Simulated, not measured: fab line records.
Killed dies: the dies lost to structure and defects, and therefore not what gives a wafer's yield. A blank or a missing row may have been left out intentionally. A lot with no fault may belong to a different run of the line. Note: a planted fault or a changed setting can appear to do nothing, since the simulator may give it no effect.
fab line records | flow rit-cmos | part 1 of 2: steps 1 to 27 of 37
record lots=5 wafers=15 last-day=6
route steps=202 shown ACTIVE@8 FOX1@20 FOX2@23 NWELL@28 PWELL@39
lots with no fault: from the same line, run without faults
start-h: hours from the record's opening day to when the first of the lot's shown wafers began | wait-h: hours from the lot's prior step to this one | " identical to the entry in the row above | L1.1+2: a single row standing in for several wafers | - no value present, or no start provided | * or withheld: withheld | < > ~ a bound
route shown NAME@n: NAME is a module with steps in the file, n the number in the route of the first one | usual: mean/standard deviation of fault-free wafers | same: alike in all rows | chamber/n: place in a boat | sites: per-site readings | _std_site: how widely they spread, as a standard deviation | _edge_site: mean of outer sites minus mean of inner sites | radius-mm: for every site, how far away it sits from the centre of the wafer | mask NAME#n: copy n | behind: the most recent tool/chamber to have shaped the wafer | hold: reason for holding the lot/hours on hold/outcome of the hold | device: transistor that didn't switch, given as n, p or np | end of line: tests run on the same wafers once the route is complete | for a step that has no rows: nothing shown but its recipe | killed: dies that structure and defects cost at the first sort, which is not the same as the wafer's yield | map: a wafer's dies, x killed, . not, _ none there
set.NAME: the run value of the setting; set.NAME@STEP: its run value at that earlier step | model.NAME: the simulator's own value behind a step, which no gauge read
certain route steps with their lots: each step a table, each wafer a row
services: the hour from which a tool's chamber was out of use, counted from the record's first day as start-h (under 0 if before that day), plus the number of hours and why
## steps
# step RIT_ACTIVE_SOFTBAKE_07
# recipe resist=NOVOLAK temp-c=90 time-s=60
# usual exhaust-pa=45.1/0.82 resist-line-temp-C=23.00/0.095
# columns lot.wafer tool chamber start-h wait-h exhaust-pa resist-line-temp-C
L076.3 litho-track-04 0 24.05 0.1 45.6 22.98
L076.5 " 0 " " 44.0 22.96
L076.6 " 0 " " 44.9 22.87
L079.2 litho-track-04 0 39.82 0.1 45.1 22.94
L079.3 " 0 " " 45.2 23.03
L079.6 " 0 " " 45.2 23.10
L080.2 litho-track-04 0 45.30 0.1 44.8 22.95
L080.4 " 0 " " 44.4 22.97
L080.5 " 0 " " 46.7 23.02
L085.1 litho-track-02 0 72.73 0.1 46.5 22.82
L085.3 " 0 " " 45.6 22.92
L085.4 " 0 " " 44.9 22.83
L092.1 litho-track-02 0 106.91 0.1 45.5 22.94
L092.4 " 0 " " 43.9 23.02
L092.6 " 0 " " 44.9 22.93
# step RIT_ACTIVE_EXPOSE_08
# recipe mask-id=M1 na=0.6 source-shape=conventional sigma-outer=0.6 target-cd-nm=1400 dose-mj=225
# same na=0.6
# columns lot.wafer tool chamber start-h wait-h mask
L076.3+5+6 iline-stepper-01 0 24.31 0.2 M1#0
L079.2+3+6 iline-stepper-02 0 39.97 0.1 M1#0
L080.2+4+5 iline-stepper-02 0 45.44 0.1 M1#0
L085.1+3+4 iline-stepper-01 0 72.88 0.1 M1#0
L092.1+4+6 iline-stepper-02 0 107.06 0.1 M1#0
# step RIT_ACTIVE_PEB_09
# recipe resist=NOVOLAK temp-c=withheld time-s=withheld
# usual exhaust-pa=45.1/0.91 resist-line-temp-C=*
# columns lot.wafer tool chamber start-h wait-h exhaust-pa resist-line-temp-C
L076.3 litho-track-04 0 24.44 0.1 45.6 *
L076.5 " 0 " " 45.5 *
L076.6 " 0 " " 45.7 *
L079.2 litho-track-02 0 40.09 0.1 43.7 *
L079.3 " 0 " " 43.9 *
L079.6 " 0 " " 44.0 *
L080.2 litho-track-04 0 45.56 0.1 44.6 *
L080.4 " 0 " " 44.5 *
L080.5 " 0 " " 44.7 *
L085.1 litho-track-02 0 72.99 0.1 45.8 *
L085.3 " 0 " " 45.2 *
L085.4 " 0 " " 45.3 *
L092.1 litho-track-02 0 107.18 0.1 43.2 *
L092.4 " 0 " " 44.3 *
L092.6 " 0 " " 44.9 *
# step RIT_ACTIVE_DEVELOP_10
# recipe resist=NOVOLAK develop-time-s=50 dev-temp-c=23
# usual exhaust-pa=44.8/0.78 resist-line-temp-C=22.99/0.11
# columns lot.wafer tool chamber start-h wait-h exhaust-pa resist-line-temp-C
L076.3 litho-track-04 0 - - 44.6 22.91
L076.5 " 0 " " 44.5 23.16
L076.6 " 0 " " 44.8 22.98
L079.2 litho-track-02 0 - - 44.7 23.03
L079.3 " 0 " " 44.9 22.87
L079.6 " 0 " " 45.6 23.10
L080.2 litho-track-04 0 - - 46.0 22.93
L080.4 " 0 " " 46.1 23.02
L080.5 " 0 " " 45.0 22.98
L085.1 litho-track-02 0 - - 45.3 22.83
L085.3 " 0 " " 45.4 22.93
L085.4 " 0 " " 44.4 23.00
L092.1 litho-track-02 0 - - 46.1 22.94
L092.4 " 0 " " 44.4 22.93
L092.6 " 0 " " 44.1 22.98
# step RIT_ACTIVE_CD_MEAS_11
# recipe target-cd-nm=1400
# usual cd-nm=1399.8/2.5
# columns lot.wafer tool chamber start-h wait-h cd-nm
L076.3 cd-sem-01 - 24.71 - 1400.0
L076.5 " - " " 1401.2
L076.6 " - " " 1400.0
L079.2 cd-sem-02 - 40.37 - 1401.5
L079.3 " - " " 1401.3
L079.6 " - " " 1400.5
L080.2 cd-sem-02 - 45.84 - 1396.9
L080.4 " - " " 1396.9
L080.5 " - " " 1396.2
L085.1 cd-sem-02 - 73.28 - 1400.0
L085.3 " - " " 1399.4
L085.4 " - " " 1399.5
L092.1 cd-sem-01 - 107.46 - 1396.5
L092.4 " - " " 1395.8
L092.6 " - " " 1397.7
# step RIT_ACTIVE_HARDBAKE_12
# recipe resist=NOVOLAK temp-c=140 time-s=60
# usual exhaust-pa=44.9/1 resist-line-temp-C=23.01/0.14
# columns lot.wafer tool chamber start-h wait-h exhaust-pa resist-line-temp-C
L076.3 litho-track-04 0 24.84 0.1 44.1 23.18
L076.5 " 0 " " 43.8 23.06
L076.6 " 0 " " 45.8 23.13
L079.2 litho-track-04 0 40.49 0.1 44.1 23.00
L079.3 " 0 " " 43.9 22.93
L079.6 " 0 " " 45.4 23.17
L080.2 litho-track-03 0 46.20 0.3 44.1 22.69
L080.4 " 0 " " 43.6 22.67
L080.5 " 0 " " 43.4 22.90
L085.1 litho-track-03 0 73.40 0.1 46.1 23.08
L085.3 " 0 " " 46.9 23.08
L085.4 " 0 " " 46.7 23.07
L092.1 litho-track-03 0 107.58 0.1 46.4 23.06
L092.4 " 0 " " 45.1 23.27
L092.6 " 0 " " 46.6 23.47
# step RIT_ACTIVE_ETCH_13
# recipe stop-on=SiO2 chemistry=SF6 target=Si3N4 time-s=210 over-etch-frac=0.4 SF6_flow_sccm=200 pressure-mtorr=260 rf-w=125 target-depth-a=2100
# usual drypump-motor-current-A=5.7/0.3 oes-product-au=0.816/0.012 throttle-valve-pct=7.46/0.15
# columns lot.wafer tool chamber start-h wait-h drypump-motor-current-A oes-product-au rf-hours-counter-h throttle-valve-pct
L076.3 rie-diel-04 1 24.94 0.1 5.6 0.820 77 7.25
L076.5 " 3 " " 6.5 0.822 - 7.52
L076.6 " 2 " " 6.4 0.820 - 7.55
L079.2 rie-diel-01 0 40.62 0.1 5.7 0.818 171 7.32
L079.3 " 3 " " 5.7 0.832 31 7.71
L079.6 " 3 " " 5.6 0.834 - 7.70
L080.2 rie-diel-01 2 46.33 0.1 5.6 0.797 36 7.30
L080.4 " 1 " " 5.4 0.797 - 7.62
L080.5 " 3 " " 5.6 0.833 - 7.70
L085.1 rie-diel-01 3 73.55 0.1 5.6 0.833 32 7.69
L085.3 " 1 " " 5.4 0.806 46 7.63
L085.4 " 0 " " 5.7 0.819 0 7.32
L092.1 rie-diel-01 0 107.73 0.1 5.7 0.830 1 7.30
L092.4 " 2 " " 5.6 0.812 37 7.30
L092.6 " 1 " " 5.4 0.806 - 7.62
# step RIT_ACTIVE_STRIP_14
# recipe chemistry=O2 time-s=180 resist=NOVOLAK platen-temp-c=withheld power-w=500 pressure-mtorr=4000 o2-flow-sccm=4000
# usual drypump-motor-current-A=5.7/0.44
# columns lot.wafer tool chamber start-h wait-h drypump-motor-current-A rf-hours-counter-h
L076.3 plasma-asher-02 1 25.13 0.1 5.5 -
L076.5 " 0 " " 6.4 -
L076.6 " 1 " " 5.5 -
L079.2 plasma-asher-03 0 40.75 0.1 5.6 40
L079.3 " 0 " " 5.5 -
L079.6 " 1 " " 5.3 -
L080.2 plasma-asher-02 1 46.46 0.1 5.5 39
L080.4 " 0 " " 6.4 -
L080.5 " 0 " " 6.4 -
L085.1 plasma-asher-03 1 73.68 0.1 5.3 44
L085.3 " 1 " " 5.3 -
L085.4 " 0 " " 5.5 -
L092.1 plasma-asher-03 0 107.87 0.1 5.6 47
L092.4 " 1 " " 5.3 -
L092.6 " 1 " " 5.3 -
# step RIT_ACTIVE_CD_MEAS_90
# recipe target-cd-nm=1400
# usual cd-nm=1399.8/2.5
# columns lot.wafer tool chamber start-h wait-h cd-nm
L076.3 cd-sem-01 - 25.29 0.1 1399.1
L076.5 " - " " 1400.8
L076.6 " - " " 1400.0
L079.2 cd-sem-01 - 40.95 0.1 1401.2
L079.3 " - " " 1401.1
L079.6 " - " " 1400.7
L080.2 cd-sem-02 - 46.65 0.1 1397.2
L080.4 " - " " 1396.1
L080.5 " - " " 1395.7
L085.1 cd-sem-01 - 73.86 0.1 1400.2
L085.3 " - " " 1399.2
L085.4 " - " " 1399.5
L092.1 cd-sem-01 - 108.04 0.1 1396.1
L092.4 " - " " 1396.0
L092.6 " - " " 1397.4
# step RIT_ACTIVE_CLEAN_15
# recipe chemistry=SC1 mix=3:3:50 time-s=600 temp-c=75
# columns lot.wafer tool chamber start-h wait-h
L076.3+5+6 wet-bench-03 2 25.37 0.1
L079.2+3+6 wet-bench-01 0 41.05 0.1
L080.2+4+5 wet-bench-01 2 46.75 0.1
L085.1+3+4 wet-bench-03 1 73.98 0.1
L092.1+4+6 wet-bench-03 0 108.16 0.1
# step RIT_ACTIVE_CLEAN_16
# recipe chemistry=dHF dilution=50:1 time-s=30
# columns lot.wafer tool chamber start-h wait-h
L076.3+5+6 wet-bench-04 2 25.54 0.0
L079.2+3+6 wet-bench-01 1 41.22 0.0
L080.2+4+5 wet-bench-03 1 46.93 0.0
L085.1+3+4 wet-bench-01 0 74.15 0.0
L092.1+4+6 wet-bench-01 1 108.54 0.0
# step RIT_ACTIVE_CLEAN_17
# recipe chemistry=SC2 mix=3:3:50 time-s=600 temp-c=75 dry=n2-spin
# columns lot.wafer tool chamber start-h wait-h
L076.3+5+6 wet-bench-01 3 25.56 0.0
L079.2+3+6 wet-bench-01 2 41.24 0.0
L080.2+4+5 wet-bench-01 1 46.95 0.0
L085.1+3+4 wet-bench-04 0 74.17 0.0
L092.1+4+6 wet-bench-04 2 108.56 0.0
# step RIT_FOX1_OXIDATION_00
# recipe temp-c=1100 ambient=H2O target-thk-a=3507 p-h2o-torr=720 ox-time-s=1130
# usual ox-temp-c=1100.1/0.47 zone-power-load-pct=43.8/2.8
# same ox-time-s=1130
# columns lot.wafer tool chamber start-h wait-h ox-temp-c zone-power-load-pct
L076.3 furnace-01 0 27.24 1.5 1100.3 39.4
L076.5 " 0 " " 1100.5 40.2
L076.6 " 0 " " 1099.7 38.9
L079.2 furnace-04 0 41.84 0.4 1100.4 44.2
L079.3 " 0 " " 1099.8 44.1
L079.6 " 0 " " 1100.0 43.7
L080.2 furnace-04 0 47.12 0.0 1099.4 43.6
L080.4 " 0 " " 1100.0 43.6
L080.5 " 0 " " 1099.3 43.9
L085.1 furnace-04 0 76.08 1.7 1101.2 43.8
L085.3 " 0 " " 1100.2 43.2
L085.4 " 0 " " 1100.1 42.9
L092.1 furnace-04 0 109.32 0.6 1100.0 43.0
L092.4 " 0 " " 1099.8 43.2
L092.6 " 0 " " 1099.4 43.1
# step RIT_FOX1_THK_MEAS_01
# recipe reads=SiO2_of_FOX1_OXIDATION_00
# usual FOX1_OXIDE_THK=350/5.6
# columns lot.wafer tool chamber start-h wait-h FOX1_OXIDE_THK[nm]
L076.3 film-metro-04 - 28.57 0.0 345
L076.5 " - " " 341
L076.6 " - " " 348
L079.2 film-metro-01 - 43.16 0.0 347
L079.3 " - " " 345
L079.6 " - " " 348
L080.2 film-metro-01 - 48.45 0.0 349
L080.4 " - " " 352
L080.5 " - " " 351
L085.1 film-metro-01 - 77.39 0.0 339
L085.3 " - " " 339
L085.4 " - " " 343
L092.1 film-metro-04 - 110.64 0.0 349
L092.4 " - " " 349
L092.6 " - " " 346
# step RIT_FOX1_WET_ETCH_02
# recipe chemistry=BOE target-depth-nm=350 time-s=390 temp-c=21.5 dry=n2-spin dilution=10:1 target=SiO2
# columns lot.wafer tool chamber start-h wait-h
L076.3+5+6 wet-bench-03 3 28.61 0.0
L079.2+3+6 wet-bench-02 3 43.21 0.0
L080.2+4+5 wet-bench-03 1 48.50 0.0
L085.1+3+4 wet-bench-03 2 77.45 0.1
L092.1+4+6 wet-bench-02 3 110.70 0.1
# step RIT_FOX2_OXIDATION_00
# recipe temp-c=1100 ambient=H2O target-thk-a=3507 p-h2o-torr=720 ox-time-s=1130
# usual ox-temp-c=1100.0/0.51 zone-power-load-pct=43.4/2.9
# same ox-time-s=1130
# columns lot.wafer tool chamber start-h wait-h ox-temp-c zone-power-load-pct
L076.3 furnace-04 0 29.87 1.1 1100.8 43.1
L076.5 " 0 " " 1099.8 43.4
L076.6 " 0 " " 1100.0 43.8
L079.2 furnace-03 0 43.43 0.1 1100.1 46.6
L079.3 " 0 " " 1099.7 47.6
L079.6 " 0 " " 1100.4 47.7
L080.2 furnace-04 0 48.61 0.0 1099.8 44.4
L080.4 " 0 " " 1099.5 43.1
L080.5 " 0 " " 1100.1 42.8
L085.1 furnace-04 0 77.57 0.0 1099.9 42.9
L085.3 " 0 " " 1099.1 42.5
L085.4 " 0 " " 1099.5 43.0
L092.1 furnace-04 0 110.81 0.0 1100.3 43.2
L092.4 " 0 " " 1100.0 43.7
L092.6 " 0 " " 1100.7 43.0
# step RIT_FOX2_THK_MEAS_01
# recipe reads=SiO2_of_FOX2_OXIDATION_00
# usual FOX2_OXIDE_THK=349/8.3
# columns lot.wafer tool chamber start-h wait-h FOX2_OXIDE_THK[nm]
L076.3 film-metro-03 - 31.22 0.0 350
L076.5 " - " " 346
L076.6 " - " " 343
L079.2 film-metro-01 - 44.76 0.0 368
L079.3 " - " " 363
L079.6 " - " " 361
L080.2 film-metro-02 - 49.94 0.0 356
L080.4 " - " " 362
L080.5 " - " " 363
L085.1 film-metro-01 - 78.88 0.0 337
L085.3 " - " " 335
L085.4 " - " " 342
L092.1 film-metro-02 - 112.13 0.0 349
L092.4 " - " " 349
L092.6 " - " " 342
# step RIT_FOX2_CLEAN_02
# recipe chemistry=dHF dilution=50:1 time-s=180
# columns lot.wafer tool chamber start-h wait-h
L076.3+5+6 wet-bench-03 2 31.26 0.0
L079.2+3+6 wet-bench-02 1 44.81 0.0
L080.2+4+5 wet-bench-04 2 49.99 0.0
L085.1+3+4 wet-bench-02 1 78.94 0.1
L092.1+4+6 wet-bench-04 3 112.19 0.1
# step RIT_FOX2_WET_ETCH_03
# recipe chemistry=H3PO4 target=Si3N4 target-depth-nm=195 temp-c=165 time-s=2700
# columns lot.wafer tool chamber start-h wait-h
L076.3+5+6 wet-bench-04 0 31.32 0.0
L079.2+3+6 wet-bench-04 0 44.87 0.0
L080.2+4+5 wet-bench-02 3 50.05 0.0
L085.1+3+4 wet-bench-03 0 79.00 0.0
L092.1+4+6 wet-bench-03 1 112.25 0.0
# step RIT_FOX2_THK_MEAS_90
# recipe reads=SiO2_of_FOX2_OXIDATION_00
# usual FIELD_OXIDE_LEFT_1_THK=321/8.2
# columns lot.wafer tool chamber start-h wait-h FIELD_OXIDE_LEFT_1_THK[nm]
L076.3 film-metro-01 - 32.09 0.0 323
L076.5 " - " " 318
L076.6 " - " " 316
L079.2 film-metro-01 - 45.64 0.0 340
L079.3 " - " " 335
L079.6 " - " " 333
L080.2 film-metro-02 - 50.82 0.0 329
L080.4 " - " " 335
L080.5 " - " " 335
L085.1 film-metro-02 - 79.76 0.0 309
L085.3 " - " " 307
L085.4 " - " " 314
L092.1 film-metro-01 - 113.90 0.0 322
L092.4 " - " " 321
L092.6 " - " " 315
# step RIT_NWELL_HMDS_00
# recipe prime-time-s=60 prime-temp-c=140
# usual exhaust-pa=45.3/0.83 resist-line-temp-C=23.01/0.097
# columns lot.wafer tool chamber start-h wait-h exhaust-pa resist-line-temp-C
L076.3 litho-track-03 0 32.28 0.2 44.1 22.90
L076.5 " 0 " " 44.2 23.13
L076.6 " 0 " " 44.9 23.00
L079.2 litho-track-04 0 45.85 0.2 44.2 22.99
L079.3 " 0 " " 44.8 22.78
L079.6 " 0 " " 44.8 22.85
L080.2 litho-track-04 0 50.89 0.1 43.9 22.79
L080.4 " 0 " " 45.7 22.96
L080.5 " 0 " " 45.6 23.10
L085.1 litho-track-01 0 79.82 0.1 43.5 23.01
L085.3 " 0 " " 45.4 23.02
L085.4 " 0 " " 44.2 23.09
L092.1 litho-track-04 0 113.96 0.1 46.4 22.93
L092.4 " 0 " " 45.4 22.93
L092.6 " 0 " " 44.9 22.91
# step RIT_NWELL_COAT_01
# recipe resist=NOVOLAK spin-rpm=2041 resist-thk-nm=1300
# usual exhaust-pa=44.8/0.93 resist-line-temp-C=23.01/0.1
# columns lot.wafer tool chamber start-h wait-h exhaust-pa resist-line-temp-C
L076.3 litho-track-03 0 32.43 0.1 45.2 23.03
L076.5 " 0 " " 46.0 22.96
L076.6 " 0 " " 45.1 23.19
L079.2 litho-track-04 0 46.00 0.1 44.9 22.95
L079.3 " 0 " " 45.9 23.17
L079.6 " 0 " " 46.9 23.10
L080.2 litho-track-04 0 51.04 0.1 44.7 23.02
L080.4 " 0 " " 44.8 22.94
L080.5 " 0 " " 45.1 22.85
L085.1 litho-track-01 0 79.97 0.1 43.9 23.06
L085.3 " 0 " " 46.0 23.12
L085.4 " 0 " " 44.9 23.01
L092.1 litho-track-04 0 114.11 0.1 44.4 22.92
L092.4 " 0 " " 43.6 23.03
L092.6 " 0 " " 44.6 23.04
# step RIT_NWELL_SOFTBAKE_02
# recipe resist=NOVOLAK temp-c=90 time-s=60
# usual exhaust-pa=45.0/0.89 resist-line-temp-C=23.00/0.1
# columns lot.wafer tool chamber start-h wait-h exhaust-pa resist-line-temp-C
L076.3 litho-track-03 0 32.58 0.1 46.4 22.99
L076.5 " 0 " " 46.3 23.02
L076.6 " 0 " " 44.3 22.96
L079.2 litho-track-04 0 46.15 0.1 44.1 23.09
L079.3 " 0 " " 45.4 22.99
L079.6 " 0 " " 44.9 22.99
L080.2 litho-track-04 0 51.19 0.1 45.7 22.94
L080.4 " 0 " " 43.2 23.02
L080.5 " 0 " " 44.7 22.87
L085.1 litho-track-01 0 80.12 0.1 44.9 23.06
L085.3 " 0 " " 44.3 22.91
L085.4 " 0 " " 44.7 22.85
L092.1 litho-track-04 0 114.26 0.1 44.2 23.11
L092.4 " 0 " " 45.1 22.86
L092.6 " 0 " " 45.4 23.07
# step RIT_NWELL_EXPOSE_03
# recipe mask-id=M2 na=0.57 target-cd-nm=43900 dose-mj=250
# same na=0.57
# columns lot.wafer tool chamber start-h wait-h mask
L076.3+5+6 iline-stepper-01 0 32.72 0.1 M2#0
L079.2+3+6 iline-stepper-01 0 46.29 0.1 M2#0
L080.2+4+5 iline-stepper-01 0 51.34 0.1 M2#0
L085.1+3+4 iline-stepper-02 0 80.27 0.1 M2#0
L092.1+4+6 iline-stepper-01 0 114.41 0.1 M2#0
# step RIT_NWELL_PEB_04
# recipe resist=NOVOLAK temp-c=withheld time-s=withheld
# usual exhaust-pa=44.9/0.98 resist-line-temp-C=*
# columns lot.wafer tool chamber start-h wait-h exhaust-pa resist-line-temp-C
L076.3 litho-track-03 0 32.85 0.1 45.6 *
L076.5 " 0 " " 43.4 *
L076.6 " 0 " " 44.4 *
L079.2 litho-track-03 0 46.41 0.1 45.6 *
L079.3 " 0 " " 45.2 *
L079.6 " 0 " " 45.2 *
L080.2 litho-track-04 0 51.59 0.2 46.4 *
L080.4 " 0 " " 45.4 *
L080.5 " 0 " " 44.9 *
L085.1 litho-track-01 0 80.39 0.1 43.8 *
L085.3 " 0 " " 45.2 *
L085.4 " 0 " " 43.6 *
L092.1 litho-track-04 0 114.53 0.1 44.5 *
L092.4 " 0 " " 45.2 *
L092.6 " 0 " " 45.0 *
# step RIT_NWELL_DEVELOP_05
# recipe resist=NOVOLAK develop-time-s=68 dev-temp-c=23
# usual exhaust-pa=44.8/0.78 resist-line-temp-C=22.99/0.12
# columns lot.wafer tool chamber start-h wait-h exhaust-pa resist-line-temp-C
L076.3 litho-track-03 0 - - 45.5 23.07
L076.5 " 0 " " 45.1 23.05
L076.6 " 0 " " 46.0 22.89
L079.2 litho-track-03 0 - - 44.8 23.15
L079.3 " 0 " " 43.5 23.28
L079.6 " 0 " " 44.6 23.18
L080.2 litho-track-04 0 - - 44.3 23.07
L080.4 " 0 " " 43.1 22.99
L080.5 " 0 " " 44.4 23.06
L085.1 litho-track-01 0 - - 44.0 22.78
L085.3 " 0 " " 44.1 22.91
L085.4 " 0 " " 45.9 22.88
L092.1 litho-track-04 0 - - 45.4 23.01
L092.4 " 0 " " 44.7 23.12
L092.6 " 0 " " 45.3 22.90
# step RIT_NWELL_OVL_MEAS_06
# usual NWELL_OVL=0.9/1.5
# columns lot.wafer tool chamber start-h wait-h NWELL_OVL[nm]
L076.3 overlay-02 - 33.12 - 1.9
L076.5 " - " " 2.5
L076.6 " - " " 2.2
L079.2 overlay-02 - 46.71 - 2.4
L079.3 " - " " 2.7
L079.6 " - " " 2.0
L080.2 overlay-02 - 51.88 - -0.4
L080.4 " - " " 2.7
L080.5 " - " " 0.7
L085.1 overlay-01 - 80.70 - 0.6
L085.3 " - " " 2.2
L085.4 " - " " 0.4
L092.1 overlay-01 - 114.84 - 0.3
L092.4 " - " " 0.4
L092.6 " - " " 2.9
